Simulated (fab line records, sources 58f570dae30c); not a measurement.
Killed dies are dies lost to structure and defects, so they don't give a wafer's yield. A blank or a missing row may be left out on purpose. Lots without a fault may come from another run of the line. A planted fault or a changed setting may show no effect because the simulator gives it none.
Which tool did it? | flow berkeley_cmos170 | 14 lots, 42 wafers sampled, at 6 steps of a route of 331

WHAT THE GAUGES READ, wafer by wafer
UCB170_ACTIVE_OVL_MEAS_14.
lot  | measured    | on         | ACTIVE_OVL (nm)
L850 | day 4 17:55 | overlay-02 | 7 2 3
L853 | day 5 03:31 | overlay-02 | 8 7 9
L854 | day 5 17:08 | overlay-01 | 2 3 8
L856 | day 6 03:47 | overlay-01 | 6 3 4
L858 | day 6 12:42 | overlay-02 | 2 7 4
L859 | day 6 18:16 | overlay-02 | 0 3 4
L863 | day 7 07:46 | overlay-01 | 5 4 1
L865 | day 7 18:29 | overlay-01 | 0 5 1
L864 | day 7 18:35 | overlay-02 | -10 0 5
L868 | day 8 12:33 | overlay-01 | -3 -5 -6
L869 | day 8 17:28 | overlay-02 | -7 6 0
L871 | day 9 22:41 | overlay-02 | 9 3 8
L872 | day 9 22:56 | overlay-01 | 2 4 -1
L873 | day 9 23:13 | overlay-02 | 4 3 2

UCB170_PLDD_TW_MEAS_11.
lot  | measured     | on            | PLDD_TW
L850 | day 7 02:09  | film_metro-01 | 996 1001 998
L853 | day 7 16:26  | film_metro-02 | 1017 1020 1020
L854 | day 8 03:48  | film_metro-02 | 1009 1009 1006
L856 | day 8 18:38  | film_metro-03 | 1419 1422 1422
L858 | day 9 01:20  | film_metro-03 | 1012 1018 1017
L859 | day 9 06:46  | film_metro-03 | 1420 1422 1413
L863 | day 9 21:55  | film_metro-01 | 999 998 999
L865 | day 10 13:56 | film_metro-03 | 1016 1018 1016
L864 | day 10 13:33 | film_metro-03 | 1021 1019 1019
L868 | day 11 05:00 | film_metro-01 | 999 997 998
L869 | day 11 14:49 | film_metro-01 | 1002 994 991
L871 | day 12 17:22 | film_metro-03 | 1013 1010 1011
L872 | day 12 17:21 | film_metro-01 | 999 1004 1003
L873 | day 12 17:14 | film_metro-02 | 1008 1015 1000

UCB170_PSD_OVL_MEAS_07.
lot  | measured     | on         | PSD_OVL (nm)
L850 | day 7 11:32  | overlay-02 | -2 1 5
L853 | day 8 02:12  | overlay-01 | -10 -9 -8
L854 | day 8 16:04  | overlay-01 | -5 0 -1
L856 | day 9 04:39  | overlay-02 | -10 -7 -13
L858 | day 9 17:05  | overlay-02 | -10 -12 -10
L859 | day 9 17:11  | overlay-01 | -8 -10 -10
L863 | day 10 08:35 | overlay-02 | 5 -4 2
L865 | day 11 00:26 | overlay-01 | -1 1 -1
L864 | day 10 23:59 | overlay-01 | -4 1 -7
L868 | day 11 15:31 | overlay-01 | -7 -7 -5
L869 | day 11 23:38 | overlay-02 | -4 -3 -5
L871 | day 13 01:46 | overlay-02 | -6 -11 -8
L872 | day 13 02:01 | overlay-02 | 9 9 -2
L873 | day 13 01:37 | overlay-01 | 2 -3 -1

UCB170_NSD_TW_MEAS_10.
lot  | measured     | on            | NSD_TW
L850 | day 7 14:26  | film_metro-03 | 4195 4209 4219
L853 | day 8 04:12  | film_metro-01 | 4177 4180 4135
L854 | day 8 18:34  | film_metro-01 | 4172 4160 4196
L856 | day 9 06:25  | film_metro-03 | 4209 4208 4195
L858 | day 9 20:46  | film_metro-02 | 4180 4175 4176
L859 | day 9 20:41  | film_metro-01 | 4133 4118 4143
L863 | day 10 14:02 | film_metro-02 | 4189 4188 4192
L865 | day 11 03:03 | film_metro-02 | 4173 4176 4188
L864 | day 11 02:55 | film_metro-03 | 4182 4164 4192
L868 | day 11 18:45 | film_metro-01 | 4154 4129 4127
L869 | day 12 01:29 | film_metro-01 | 4141 4132 4139
L871 | day 13 04:14 | film_metro-02 | 4194 4221 4212
L872 | day 13 04:37 | film_metro-02 | 4194 4188 4205
L873 | day 13 03:48 | film_metro-03 | 4188 4166 4186

UCB170_SDANNEAL_RS_MEAS_04: measures by four-point-probe.
lot  | measured     | on            | PLDD_RS (ohm/sq)
L850 | day 7 15:47  | film_metro-02 | 1031.1 1030.1 1028.6
L853 | day 8 06:08  | film_metro-03 | 1033.0 1035.9 1032.3
L854 | day 8 20:09  | film_metro-03 | 1032.9 1032.5 1031.9
L856 | day 9 07:45  | film_metro-03 | 461.2 461.4 461.4
L858 | day 9 22:19  | film_metro-02 | 1026.3 1028.8 1030.0
L859 | day 9 22:44  | film_metro-03 | 460.7 460.8 460.0
L863 | day 10 15:36 | film_metro-01 | 1031.7 1033.5 1031.4
L865 | day 11 04:26 | film_metro-02 | 1030.2 1028.7 1029.2
L864 | day 11 04:14 | film_metro-01 | 1029.2 1028.9 1029.3
L868 | day 11 20:23 | film_metro-02 | 1036.7 1034.0 1031.8
L869 | day 12 02:59 | film_metro-02 | 1029.9 1032.1 1035.3
L871 | day 13 05:40 | film_metro-03 | 1032.7 1032.0 1034.5
L872 | day 13 06:13 | film_metro-01 | 1031.2 1031.5 1033.8
L873 | day 13 05:32 | film_metro-01 | 1035.0 1035.6 1035.5

WHICH TOOL RAN EACH LOT (tool, then ch and the chambers of the sampled wafers, then the start)
lot  | UCB170_PLDD_IMPLANT_08
L850 | implanter-03 ch 0, day 7 01:45
L853 | implanter-03 ch 0, day 7 16:02
L854 | implanter-04 ch 0, day 8 03:24
L856 | implanter-03 ch 0, day 8 18:15
L858 | implanter-01 ch 0, day 9 00:58
L859 | implanter-03 ch 0, day 9 06:21
L863 | implanter-01 ch 0, day 9 21:31
L865 | implanter-04 ch 0, day 10 13:32
L864 | implanter-04 ch 0, day 10 13:09
L868 | implanter-01 ch 0, day 11 04:36
L869 | implanter-04 ch 0, day 11 14:25
L871 | implanter-04 ch 0, day 12 16:58
L872 | implanter-01 ch 0, day 12 16:58
L873 | implanter-03 ch 0, day 12 16:52
- UCB170_PLDD_IMPLANT_08

WHAT THE TOOLS THEMSELVES READ (means of the sampled wafers that have a number; where no wafer has one, the mark that the record gives instead)
UCB170_PLDD_IMPLANT_08.
lot  | tool         | beam_on_s (s) | dose_ions_cm2 | faraday_current_uA
L850 | implanter-03 | 10.14         | 5e+13         | 156
L853 | implanter-03 | 9.76          | 5e+13         | 163
L854 | implanter-04 | 9.91          | 5e+13         | 160
L856 | implanter-03 | 39.00         | 2e+14         | 203
L858 | implanter-01 | 9.77          | 5e+13         | 162
L859 | implanter-03 | 38.79         | 3e+14         | 204
L863 | implanter-01 | 10.06         | 5e+13         | 158
L865 | implanter-04 | 10.05         | 5e+13         | 158
L864 | implanter-04 | 9.91          | 5e+13         | 160
L868 | implanter-01 | 10.15         | 5e+13         | 156
L869 | implanter-04 | 10.16         | 5e+13         | 156
L871 | implanter-04 | 10.17         | 5e+13         | 156
L872 | implanter-01 | 10.08         | 5e+13         | 157
L873 | implanter-03 | 10.02         | 5e+13         | 158

THE ANSWER, worked out from the rows above alone
Rule: what is usual is taken from the lots themselves. Put in order of their means at a reading, lots are off if they are a third of the lots or fewer, leave a main group of 4 or more, and stand apart from it by a gap of 3 or more times the standard deviation of the main group's means; of several such gaps the widest counts. A main group whose means are all the same, to the digits that the tables above print for the reading, isn't used. A lot without any number at a reading at which 4 lots or more have one is off too. The other lots that the step has rows for count as sound. The gauges are gone through in route order, then the tools' own readings, and for those a lot's mean is taken as printed above. The first step at which some lot is off is used, and at that step the reading that is off furthest; a lot without a number counts as furthest.
Off: L856, L859, at UCB170_PLDD_TW_MEAS_11 (PLDD_TW). The main group: mean 1008, standard deviation 8.5.
A tool fits if, at a process step before that reading, it ran every lot that is off, and no sound lot after the first of them. The gauges at UCB170_PLDD_TW_MEAS_11 aren't tried: what is off there is off at UCB170_PLDD_IMPLANT_08 too, on other tools, and a gauge's error can't cause that. None of those tried fits.

WHAT THE SIMULATOR HAD PUT IN
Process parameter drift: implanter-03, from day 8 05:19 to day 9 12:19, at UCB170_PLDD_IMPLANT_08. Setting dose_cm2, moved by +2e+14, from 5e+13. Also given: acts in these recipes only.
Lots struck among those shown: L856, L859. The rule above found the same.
